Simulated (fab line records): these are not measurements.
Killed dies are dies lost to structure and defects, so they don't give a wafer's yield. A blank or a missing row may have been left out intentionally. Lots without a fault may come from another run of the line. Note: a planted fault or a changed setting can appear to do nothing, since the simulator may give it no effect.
A sampling plan put to the test	flow berkeley-cmos170	one line in one fab, 26 faults in these records, each fault weighed on the records of the lots it struck
The line's own looks make up the plan; these are the steps of the route where a gauge or inspection reads the wafer and leaves it unchanged. A look can be judged if struck wafers have a number there and the file gives its usual mean and standard deviation on fault-free wafers. Caught: a look later than the fault's first step finds the struck wafers' mean 4 or more of those standard deviations (sigma) from the usual mean. On the tool: the same test on the tool's own readings at the fault's steps. Another recipe on the struck wafers, or a record that is blank for them alone, also counts as caught.

THE FAULTS, as the simulator had put them in
1. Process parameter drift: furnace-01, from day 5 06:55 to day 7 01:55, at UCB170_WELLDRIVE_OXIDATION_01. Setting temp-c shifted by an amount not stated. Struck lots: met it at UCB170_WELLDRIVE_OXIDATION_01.
2. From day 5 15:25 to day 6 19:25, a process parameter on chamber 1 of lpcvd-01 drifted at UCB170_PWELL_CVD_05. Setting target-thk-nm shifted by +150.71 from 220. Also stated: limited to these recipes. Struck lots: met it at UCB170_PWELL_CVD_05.
3. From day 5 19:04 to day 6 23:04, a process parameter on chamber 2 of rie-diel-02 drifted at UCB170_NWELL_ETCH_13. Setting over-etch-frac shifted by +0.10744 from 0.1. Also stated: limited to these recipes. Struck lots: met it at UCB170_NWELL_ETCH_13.
4. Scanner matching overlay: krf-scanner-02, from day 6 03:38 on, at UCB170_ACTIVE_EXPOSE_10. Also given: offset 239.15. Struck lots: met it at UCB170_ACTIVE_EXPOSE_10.
5. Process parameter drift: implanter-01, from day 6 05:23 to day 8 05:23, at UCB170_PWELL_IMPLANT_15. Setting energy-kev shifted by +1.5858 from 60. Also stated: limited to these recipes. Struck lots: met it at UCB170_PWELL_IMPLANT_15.
6. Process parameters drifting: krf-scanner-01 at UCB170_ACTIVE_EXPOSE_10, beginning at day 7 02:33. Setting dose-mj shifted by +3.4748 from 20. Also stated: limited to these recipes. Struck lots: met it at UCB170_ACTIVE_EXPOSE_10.
7. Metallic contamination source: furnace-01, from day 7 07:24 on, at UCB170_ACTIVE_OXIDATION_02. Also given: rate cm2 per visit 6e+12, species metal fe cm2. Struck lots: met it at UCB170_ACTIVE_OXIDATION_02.
8. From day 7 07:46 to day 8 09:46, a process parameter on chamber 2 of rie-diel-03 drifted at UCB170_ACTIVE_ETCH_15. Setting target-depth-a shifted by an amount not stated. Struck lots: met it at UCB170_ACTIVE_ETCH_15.
9. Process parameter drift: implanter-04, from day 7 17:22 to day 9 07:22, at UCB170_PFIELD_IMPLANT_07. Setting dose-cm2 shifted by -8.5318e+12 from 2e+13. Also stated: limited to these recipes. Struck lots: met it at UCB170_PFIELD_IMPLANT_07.
10. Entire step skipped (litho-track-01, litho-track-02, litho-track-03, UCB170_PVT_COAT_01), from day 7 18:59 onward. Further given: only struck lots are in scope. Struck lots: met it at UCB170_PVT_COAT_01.
11. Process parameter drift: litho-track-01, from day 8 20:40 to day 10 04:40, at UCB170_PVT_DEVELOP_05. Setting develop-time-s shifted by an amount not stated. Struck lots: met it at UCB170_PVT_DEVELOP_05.
12. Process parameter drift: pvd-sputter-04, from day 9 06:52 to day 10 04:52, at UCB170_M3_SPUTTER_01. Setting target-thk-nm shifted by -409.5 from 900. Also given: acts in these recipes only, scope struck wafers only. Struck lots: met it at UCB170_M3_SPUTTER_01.
13. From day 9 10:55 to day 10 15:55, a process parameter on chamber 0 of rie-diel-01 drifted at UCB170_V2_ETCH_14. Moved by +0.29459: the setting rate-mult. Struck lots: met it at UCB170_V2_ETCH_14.
14. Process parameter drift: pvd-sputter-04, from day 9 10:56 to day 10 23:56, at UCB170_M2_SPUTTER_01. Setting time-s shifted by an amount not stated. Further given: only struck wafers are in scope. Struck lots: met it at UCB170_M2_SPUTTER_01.
15. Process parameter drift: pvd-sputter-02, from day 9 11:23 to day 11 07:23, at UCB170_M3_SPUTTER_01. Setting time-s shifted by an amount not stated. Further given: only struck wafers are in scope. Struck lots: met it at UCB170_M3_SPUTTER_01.
16. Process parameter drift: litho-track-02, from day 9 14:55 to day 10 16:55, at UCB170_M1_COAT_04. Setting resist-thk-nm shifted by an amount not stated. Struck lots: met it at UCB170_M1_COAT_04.
17. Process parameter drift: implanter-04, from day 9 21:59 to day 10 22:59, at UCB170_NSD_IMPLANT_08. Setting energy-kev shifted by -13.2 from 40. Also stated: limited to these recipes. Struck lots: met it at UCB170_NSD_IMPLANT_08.
18. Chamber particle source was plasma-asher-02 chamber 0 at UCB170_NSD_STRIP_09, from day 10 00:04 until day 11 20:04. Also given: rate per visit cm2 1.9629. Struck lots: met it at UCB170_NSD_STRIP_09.
19. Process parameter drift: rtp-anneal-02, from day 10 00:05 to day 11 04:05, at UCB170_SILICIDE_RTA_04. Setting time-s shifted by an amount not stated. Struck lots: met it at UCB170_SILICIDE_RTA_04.
20. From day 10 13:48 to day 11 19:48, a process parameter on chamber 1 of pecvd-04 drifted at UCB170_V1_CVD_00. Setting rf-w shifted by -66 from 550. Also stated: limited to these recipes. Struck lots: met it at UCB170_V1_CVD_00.
21. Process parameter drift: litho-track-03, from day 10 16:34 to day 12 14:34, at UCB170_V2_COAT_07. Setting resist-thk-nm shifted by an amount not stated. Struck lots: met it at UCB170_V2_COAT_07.
22. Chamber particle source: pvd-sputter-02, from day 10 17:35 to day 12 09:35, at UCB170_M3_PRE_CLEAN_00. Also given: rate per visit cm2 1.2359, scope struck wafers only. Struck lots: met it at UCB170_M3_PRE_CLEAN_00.
23. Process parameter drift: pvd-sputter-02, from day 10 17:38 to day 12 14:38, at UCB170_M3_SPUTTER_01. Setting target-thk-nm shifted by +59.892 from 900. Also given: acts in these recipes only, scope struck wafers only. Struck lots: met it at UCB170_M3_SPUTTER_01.
24. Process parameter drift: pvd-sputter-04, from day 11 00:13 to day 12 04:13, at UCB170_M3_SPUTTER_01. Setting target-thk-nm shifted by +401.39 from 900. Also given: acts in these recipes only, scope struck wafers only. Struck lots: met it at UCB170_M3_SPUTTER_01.
25. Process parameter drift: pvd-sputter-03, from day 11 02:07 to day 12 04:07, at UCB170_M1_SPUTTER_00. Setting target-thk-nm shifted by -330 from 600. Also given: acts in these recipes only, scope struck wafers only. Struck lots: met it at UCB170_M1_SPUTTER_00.
26. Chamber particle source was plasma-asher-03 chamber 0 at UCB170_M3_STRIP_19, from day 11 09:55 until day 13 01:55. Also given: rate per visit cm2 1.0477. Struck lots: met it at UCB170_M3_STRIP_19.

WHAT THE PLAN SAW
fault	on the tool itself	first look that catches it	reading, sigma	median hours from its first step to that look	hours from the fault's start to the first struck lot there	judged looks passed uncaught
1	tube-center-temp-C +99 or beyond sigma	UCB170_WELLDRIVE_THK_MEAS_02	WELLDRIVE_OXIDE_THK +7.5	3.5	10	0
2	under 2 sigma	UCB170_PWELL_THK_MEAS_06	PWELL_NITRIDE_THK +83	2.9	7	0
3	oes-product-au -5.0 sigma	not the one look that can be judged after it	-	-	-	1
4	under 2 sigma	UCB170_ACTIVE_OVL_MEAS_14	ACTIVE_OVL +44	0.7	5	0
5	beam-energy-keV +75 sigma	no look after it can be judged	-	-	-	0
6	exposure-dose-mJ-cm2 +99 or beyond sigma	UCB170_ACTIVE_CD_MEAS_13	cd-nm -16	0.9	8	0
7	no reading that can be judged	none of the 8 looks that can be judged after it	-	-	-	8
8	only faintly: oes-product-au -2.9 sigma	none of the 2 looks that can be judged after it	-	-	-	2
9	dose-ions-cm2 -99 or beyond sigma	UCB170_PFIELD_TW_MEAS_09	PFIELD_TW -20	0.2	5	0
10	the tool's record is blank for the struck wafers	not the one look that can be judged after it	-	-	-	1
11	no reading that can be judged	UCB170_PVT_TW_MEAS_09	PVT_TW -99 or beyond	0.5	5	0
12	under 2 sigma	UCB170_M3_RS_MEAS_02	M3_AL_RS +96	0.1	13	0
13	under 2 sigma	no look after it can be judged	-	-	-	0
14	under 2 sigma	UCB170_M2_RS_MEAS_02	M2_AL_RS +99 or beyond	0.1	0	0
15	under 2 sigma	UCB170_M3_RS_MEAS_02	M3_AL_RS +22	0.1	9	0
16	under 2 sigma	none of the 2 looks that can be judged after it	strongest: cd-nm at UCB170_M1_CD_MEAS_09, -2.2	-	-	2
17	beam-energy-keV -99 or beyond sigma	UCB170_NSD_TW_MEAS_10	NSD_TW -11	0.3	7	0
18	under 2 sigma	not the one look that can be judged after it	-	-	-	1
19	under 2 sigma	none of the 6 looks that can be judged after it	-	-	-	6
20	rf-fwd-power-W -37 sigma	not the one look that can be judged after it	strongest: V1_TEOS_THK at UCB170_V1_THK_MEAS_01, -3.7	-	-	1
21	under 2 sigma	not the one look that can be judged after it	-	-	-	1
22	no reading that can be judged	no look after it can be judged	-	-	-	0
23	under 2 sigma	UCB170_M3_RS_MEAS_02	M3_AL_RS -7.4	0.1	3	0
24	under 2 sigma	UCB170_M3_RS_MEAS_02	M3_AL_RS -33	0.1	7	0
25	under 2 sigma	UCB170_M1_RS_MEAS_01	M1_AL_RS +99 or beyond	0.1	10	0
26	under 2 sigma	not the one look that can be judged after it	-	-	-	1
A dash: this means the fault isn't caught or the number doesn't appear in these records.

Caught at a look: 13 of 26. Caught on the tool: 8 of 26. By one or the other: 17 of 26.
On the tool alone, faults 3, 5, 10, 20 were caught.
Caught at a look alone: faults 2, 4, 11, 12, 14, 15, 23, 24, 25.
Caught by neither: faults 7, 8, 13, 16, 18, 19, 21, 22, 26.

THINNER SAMPLING
If the look that catches a fault measured only every second or every third lot, by lot number, the first struck lot would be measured this late in the worst case:
fault	struck lots at that look, in order of time	every lot	every second lot	every third lot
1	L558, L562	10 h	may miss all 2	may miss all 2
2	L346	7 h	may miss it	may miss it
4	L968, L971, L973, L974	5 h	30 h	may miss all 4
6	L791, L794, L799	8 h	22 h	may miss all 3
9	L179, L180	5 h	11 h	may miss all 2
11	L270, L273, L274	5 h	29 h	may miss all 3
12	L734, L736	13 h	may miss all 2	may miss all 2
14	L744, L749	0 h	22 h	may miss all 2
15	L226, L230	9 h	may miss all 2	may miss all 2
17	L578, L580	7 h	may miss all 2	may miss all 2
23	L384, L391, L390	3 h	34 h	may miss all 3
24	L727	7 h	may miss it	may miss it
25	L480	10 h	may miss it	may miss it
Hours count from the start of the fault until the first struck lot that is measured. The test against the limit of 4 sigma pooled every struck wafer, which means one lot taken alone may stay below that limit. Other struck lots may not be in these records.

THE LONGEST TIMED WAY FROM STEP TO LOOK
Fault 1: median gap of 3.5 hours between UCB170_WELLDRIVE_OXIDATION_01 and UCB170_WELLDRIVE_THK_MEAS_02. No look between them can be judged.
